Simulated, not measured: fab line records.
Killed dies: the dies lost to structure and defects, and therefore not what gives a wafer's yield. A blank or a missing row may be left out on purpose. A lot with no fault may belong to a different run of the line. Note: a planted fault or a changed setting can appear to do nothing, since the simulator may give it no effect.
fab line records	flow berkeley-cmos170
record: lots: 14	wafers: 42	last-day: 12
route steps=331 shown PWELL@49
lots with no fault: from the same line, run without faults
start-h: hours from the record's opening day to when the first of the lot's shown wafers began	wait-h: time in hours since the lot's previous step	" the same as in the row above	L1.1+2: a single row standing in for several wafers	- value missing, or start not given	* or withheld: withheld	< > ~ a bound
route shown NAME@n: names a module that has steps shown in the file, with the first one's number in the route	usual: average and standard deviation across the fault-free wafers	same: alike in all rows	chamber/n: place in a boat	sites: each site's reading	_std_site: the values' standard deviation	_edge_site: inner sites' mean taken away from outer sites' mean	radius-mm: for every site, how far away it sits from the centre of the wafer	mask NAME#n: copy n	behind: the last tool/chamber to shape the wafer	hold: what put the lot on hold/how long, in hours/how the hold closed	device: whichever transistor did not switch (one of n, p or np)	end of line: the route-end tests of the same wafers	a step given without rows: its recipe and nothing more	killed: dies lost to structure and defects at the first sort, not the wafer's yield	map: a wafer's dies, x killed, . not, _ none there
set.NAME: the run value of the setting; set.NAME@STEP: its run value at that earlier step	model.NAME: the simulator's own value behind a step, which no gauge read
a sample of lots followed through the steps of the route, with each step as a table and each wafer as a row
services: the hour from which a tool's chamber was out of use, counted from the record's first day as start-h (under 0 if before that day), plus the number of hours and why
== steps ==
step: UCB170_PWELL_IMPLANT_15
recipe: species: B	dose-cm2: 5e+12	energy-kev: 60	tilt-deg: 7
usual: dose-ions-cm2: 5.001e+12/5.5e+09	faraday-current-uA: 15.9/0.32
lot.wafer	tool	chamber	start-h	wait-h	dose-ions-cm2	faraday-current-uA
L172.2	implanter-03	0	43.37	0.1	4.998e+12	15.4
L172.4	"	0	"	"	4.999e+12	15.9
L172.6	"	0	"	"	4.994e+12	16.1
L173.3	implanter-04	0	52.47	0.1	4.996e+12	15.8
L173.4	"	0	"	"	5.005e+12	16.2
L173.5	"	0	"	"	5.006e+12	16.5
L174.1	implanter-04	0	63.17	0.1	5.003e+12	15.7
L174.3	"	0	"	"	5.001e+12	15.6
L174.5	"	0	"	"	4.991e+12	16.2
L176.1	implanter-01	0	63.82	0.1	5.007e+12	16.0
L176.2	"	0	"	"	5.006e+12	16.2
L176.3	"	0	"	"	5.005e+12	15.4
L179.1	implanter-04	0	75.11	0.1	5.012e+12	16.0
L179.5	"	0	"	"	5.003e+12	16.2
L179.6	"	0	"	"	4.999e+12	16.0
L180.1	implanter-04	0	81.57	0.1	4.993e+12	16.1
L180.2	"	0	"	"	5.003e+12	15.7
L180.5	"	0	"	"	5.004e+12	15.9
L183.1	implanter-04	0	99.16	0.1	3.491e+12	11.0
L183.2	"	0	"	"	3.486e+12	11.2
L183.5	"	0	"	"	3.485e+12	11.4
L184.2	implanter-04	0	106.65	0.1	3.492e+12	10.9
L184.4	"	0	"	"	3.498e+12	10.8
L184.6	"	0	"	"	3.493e+12	11.2
L185.1	implanter-01	0	106.90	0.1	5.01e+12	15.8
L185.3	"	0	"	"	5.002e+12	16.0
L185.6	"	0	"	"	5.002e+12	16.0
L190.1	implanter-03	0	136.32	0.1	5.01e+12	16.0
L190.2	"	0	"	"	5.005e+12	15.8
L190.6	"	0	"	"	5.005e+12	15.9
L192.1	implanter-03	0	147.90	0.1	5.006e+12	16.3
L192.2	"	0	"	"	5.007e+12	16.2
L192.4	"	0	"	"	5.007e+12	16.4
L193.1	implanter-03	0	150.12	0.1	4.998e+12	15.8
L193.5	"	0	"	"	5.003e+12	16.0
L193.6	"	0	"	"	5.003e+12	16.2
L195.1	implanter-01	0	158.53	0.1	4.999e+12	15.4
L195.2	"	0	"	"	5.009e+12	16.0
L195.4	"	0	"	"	4.998e+12	15.7
L194.1	implanter-03	0	158.77	0.1	4.993e+12	15.9
L194.3	"	0	"	"	4.997e+12	15.3
L194.5	"	0	"	"	4.996e+12	16.1
step: UCB170_PWELL_TW_MEAS_17
usual: PWELL_TW: 382.6/2.9
lot.wafer	tool	chamber	start-h	wait-h	PWELL_TW
L172.2	film-metro-01	-	43.60	0.1	385.8
L172.4	"	-	"	"	386.7
L172.6	"	-	"	"	386.1
L173.3	film-metro-02	-	52.69	0.1	379.7
L173.4	"	-	"	"	380.4
L173.5	"	-	"	"	377.8
L174.1	film-metro-02	-	63.42	0.1	379.7
L174.3	"	-	"	"	380.5
L174.5	"	-	"	"	381.2
L176.1	film-metro-01	-	64.07	0.1	385.2
L176.2	"	-	"	"	386.8
L176.3	"	-	"	"	386.9
L179.1	film-metro-01	-	75.36	0.1	384.5
L179.5	"	-	"	"	383.7
L179.6	"	-	"	"	380.5
L180.1	film-metro-03	-	81.82	0.1	377.6
L180.2	"	-	"	"	375.9
L180.5	"	-	"	"	377.4
L183.1	film-metro-02	-	99.41	0.1	345.0
L183.2	"	-	"	"	344.2
L183.5	"	-	"	"	344.3
L184.2	film-metro-03	-	106.88	0.1	342.4
L184.4	"	-	"	"	338.7
L184.6	"	-	"	"	340.3
L185.1	film-metro-02	-	107.15	0.1	383.5
L185.3	"	-	"	"	384.7
L185.6	"	-	"	"	384.5
L190.1	film-metro-02	-	136.57	0.1	384.1
L190.2	"	-	"	"	384.7
L190.6	"	-	"	"	381.9
L192.1	film-metro-01	-	148.15	0.1	383.0
L192.2	"	-	"	"	381.7
L192.4	"	-	"	"	381.1
L193.1	film-metro-01	-	150.37	0.1	382.8
L193.5	"	-	"	"	382.8
L193.6	"	-	"	"	383.0
L195.1	film-metro-03	-	158.78	0.1	375.9
L195.2	"	-	"	"	377.4
L195.4	"	-	"	"	374.0
L194.1	film-metro-01	-	159.02	0.1	384.9
L194.3	"	-	"	"	383.1
L194.5	"	-	"	"	382.5
== services ==
tool	chamber	start-h	hours	kind
implanter-04	-	30.13	11.2	pm
implanter-03	-	44.87	5.5	pm
implanter-03	-	51.78	18.3	pm
implanter-04	-	92.07	2.6	repair
implanter-03	-	120.61	0.7	repair
implanter-01	-	133.82	16.4	pm
== key ==
first-sign: step: UCB170_PWELL_IMPLANT_15	reading: dose-ions-cm2	direction: down	sigmas: 99+	usual: 5.001e+12	struck: 3.491e+12
effect: step: UCB170_PWELL_IMPLANT_15	reading: faraday-current-uA	direction: down	sigmas: 15	usual: 15.9	struck: 11.1
effect: step: UCB170_PWELL_TW_MEAS_17	reading: PWELL_TW	direction: down	sigmas: 14	usual: 382.6	struck: 342.5
met-at UCB170_PWELL_IMPLANT_15
struck-lots L183,L184
tester-left-out L183,L184
onset-between 81.57 99.16
fault: kind: process-parameter-drift	tool: implanter-04	chamber: -	onset-h: 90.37	steps: UCB170_PWELL_IMPLANT_15	channel: dose-cm2	offset: -1.5096e+12	shape: step	end-h: 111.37	acts-in: these-recipes-only	stated: 5e+12
tester-left-out: of these lots the tester's yield and bins aren't shown, on N5 and GAA mostly nor the transistor test; their killed dies are dies lost to structure and defects alone, not to doping, threshold or leakage, so they don't give the yield
